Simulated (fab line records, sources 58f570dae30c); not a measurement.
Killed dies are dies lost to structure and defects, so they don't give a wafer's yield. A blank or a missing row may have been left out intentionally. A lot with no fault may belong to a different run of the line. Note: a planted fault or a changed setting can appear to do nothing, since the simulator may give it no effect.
What tool caused it? ; flow berkeley_cmos170 ; 13 lots, 39 wafers sampled, at 4 steps of a route of 331

WHAT THE GAUGES READ, wafer by wafer
UCB170_PLDD_OVL_MEAS_07. Usual: PLDD_OVL 0 nm, standard deviation 4.9.
lot;measured;on;PLDD_OVL (nm);flag
L533;day 6 00:13;overlay-02;0 2 9;
L535;day 6 02:50;overlay-02;-4 0 -2;
L534;day 6 02:56;overlay-01;2 -5 5;
L537;day 6 13:46;overlay-02;9 7 2;
L536;day 6 14:21;overlay-02;-3 1 1;
L538;day 6 14:56;overlay-02;6 -1 2;
L539;day 7 06:45;overlay-01;4 -2 1;
L546;day 8 16:48;overlay-02;-2 2 -10;
L550;day 9 20:19;overlay-02;-1 1 -2;
L552;day 10 01:35;overlay-01;6 6 5;
L553;day 10 01:49;overlay-02;-6 -2 -6;
L555;day 11 07:38;overlay-02;-2 2 6;
L556;day 11 07:46;overlay-02;3 6 0;

UCB170_PSD_OVL_MEAS_07. Usual: PSD_OVL -1 nm, standard deviation 5.8.
lot;measured;on;PSD_OVL (nm);flag
L533;day 6 08:09;overlay-02;-4 6 -7;
L535;day 6 15:29;overlay-02;-9 -4 1;
L534;day 6 15:13;overlay-01;-12 -5 -7;
L537;day 6 22:08;overlay-02;-5 -3 -3;
L536;day 6 22:30;overlay-02;-4 4 1;
L538;day 6 22:14;overlay-01;2 4 0;
L539;day 7 14:50;overlay-01;-4 -14 -1;
L546;day 9 02:06;overlay-02;0 8 8;
L550;day 10 06:08;overlay-01;1 -2 -5;
L552;day 10 11:39;overlay-01;4 -3 -1;
L553;day 10 11:49;overlay-02;-8 9 -2;
L555;day 11 16:10;overlay-02;2 9 0;
L556;day 11 16:35;overlay-02;-1 9 4;

EACH LOT AND THE TOOL THAT RAN IT (in order: tool; ch and the chambers of the sampled wafers; start)
lot;UCB170_SPACER_ANNEAL_02;UCB170_SPACER_ETCHBACK_03
L533;furnace-03 ch 0, day 6 05:26;rie_diel-02 ch 0,1,2, day 6 06:56
L535;furnace-02 ch 0, day 6 11:57;rie_diel-04 ch 0,1, day 6 13:27
L534;furnace-02 ch 0, day 6 11:57;rie_diel-02 ch 0,2,3, day 6 13:27
L537;furnace-03 ch 0, day 6 19:26;rie_diel-02 ch 0,2,3, day 6 20:56
L536;furnace-03 ch 0, day 6 19:26;rie_diel-04 ch 0,1, day 6 20:56
L538;furnace-03 ch 0, day 6 19:26;rie_diel-01 ch 1,3, day 6 20:56
L539;furnace-01 ch 0, day 7 12:04;rie_diel-01 ch 0,1,3, day 7 13:34
L546;furnace-01 ch 0, day 8 23:11;rie_diel-02 ch 0,1,3, day 9 00:41
L550;furnace-01 ch 0, day 10 03:23;rie_diel-02 ch 0,1,2, day 10 04:53
L552;furnace-03 ch 0, day 10 08:21;rie_diel-04 ch 0,1,2, day 10 09:51
L553;furnace-03 ch 0, day 10 08:21;rie_diel-02 ch 1,2, day 10 09:55
L555;furnace-02 ch 0, day 11 13:31;rie_diel-04 ch 2,3, day 11 15:01
L556;furnace-02 ch 0, day 11 13:31;rie_diel-01 ch 0,1,2, day 11 15:01
- UCB170_SPACER_ANNEAL_02: time 1800 s.
- UCB170_SPACER_ETCHBACK_03: etches SiO2 in CHF3/CF4/Ar, stops on Si, target depth 376 nm, time 100 s.

AS READ BY THE TOOLS THEMSELVES (means over the sampled wafers that have a number; for cases with no such wafer, the mark the record gives instead)
UCB170_SPACER_ANNEAL_02. Usual: spike_tc_centre_C 903.2 C, standard deviation 1; spike_tc_load_C 924 C, standard deviation 3.3; spike_tc_source_C 922.2 C, standard deviation 1.4; zone_power_source_pct 26.5 %, standard deviation 1.6.
lot;tool;spike_tc_centre_C (C);spike_tc_load_C (C);spike_tc_source_C (C);zone_power_source_pct (%);flag
L533;furnace-03;903.8;919;920.4;26.5;
L535;furnace-02;903.4;924;922.2;24.6;
L534;furnace-02;902.9;924;923.5;24.5;
L537;furnace-03;903.7;919;920.6;26.1;
L536;furnace-03;903.7;918;920.7;25.9;
L538;furnace-03;903.0;920;920.7;26.0;
L539;furnace-01;903.1;926;922.9;28.2;
L546;furnace-01;883.1;906;903.1;27.2;OFF
L550;furnace-01;881.9;907;903.6;26.9;OFF
L552;furnace-03;902.6;920;920.1;26.2;
L553;furnace-03;903.0;920;920.4;26.0;
L555;furnace-02;902.7;922;923.3;24.5;
L556;furnace-02;902.7;924;922.2;24.4;

UCB170_SPACER_ETCHBACK_03. Usual: drypump_motor_current_A 5.7 A, standard deviation 0.49; oes_product_au 0.907 a.u., standard deviation 0.012; throttle_valve_pct 6.46 %, standard deviation 0.1.
lot;tool;drypump_motor_current_A (A);oes_product_au (a.u.);throttle_valve_pct (%);flag
L533;rie_diel-02;5.5;0.911;6.53;
L535;rie_diel-04;6.2;0.899;6.43;
L534;rie_diel-02;5.8;0.911;6.55;
L537;rie_diel-02;5.8;0.913;6.54;
L536;rie_diel-04;6.2;0.903;6.44;
L538;rie_diel-01;6.0;0.905;6.26;
L539;rie_diel-01;5.6;0.905;6.34;
L546;rie_diel-02;6.0;0.904;6.54;
L550;rie_diel-02;5.5;0.913;6.53;
L552;rie_diel-04;5.8;0.903;6.44;
L553;rie_diel-02;5.4;0.909;6.56;
L555;rie_diel-04;5.2;0.902;6.42;
L556;rie_diel-01;5.4;0.914;6.41;

THE ANSWER, worked out from the rows above alone
Rule: a lot counts as off when the mean over its wafers that have a number is more than 3 standard deviations away from the usual mean. A lot without any number at a reading at which 4 lots or more have one is off too. The other lots that the step has rows for count as sound. The gauges are gone through in route order, then the tools' own readings, and for those a lot's mean is taken as printed above. The first step at which some lot is off is used, and at that step the reading that is off furthest; a lot without a number counts as furthest.
Off: L546, L550 (UCB170_SPACER_ANNEAL_02, spike_tc_centre_C).
A tool fits if, at that step or a process step before it, it ran every lot that is off, and no sound lot after the first of them. One candidate fits, namely furnace-01 at UCB170_SPACER_ANNEAL_02. A fault onset in the window from L539 (day 7 12:04, its last sound lot) to L546 (day 8 23:11, its first lot off) fits.
The tool's own readings at UCB170_SPACER_ANNEAL_02 bear it out: on the lots that are off they differ by more than 5 times the standard deviation of the sound lots' means. spike_tc_centre_C reads 882.5 C there against 903.1 C on the sound lots; spike_tc_load_C reads 906 C there against 921 C on the sound lots; spike_tc_source_C reads 903.4 C there against 921.5 C on the sound lots.

WHAT THE SIMULATOR HAD INSERTED
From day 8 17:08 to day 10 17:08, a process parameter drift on furnace-01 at UCB170_SPACER_ANNEAL_02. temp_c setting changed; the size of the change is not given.
Shown lots that were struck: L546, L550. Same finding as the rule above.
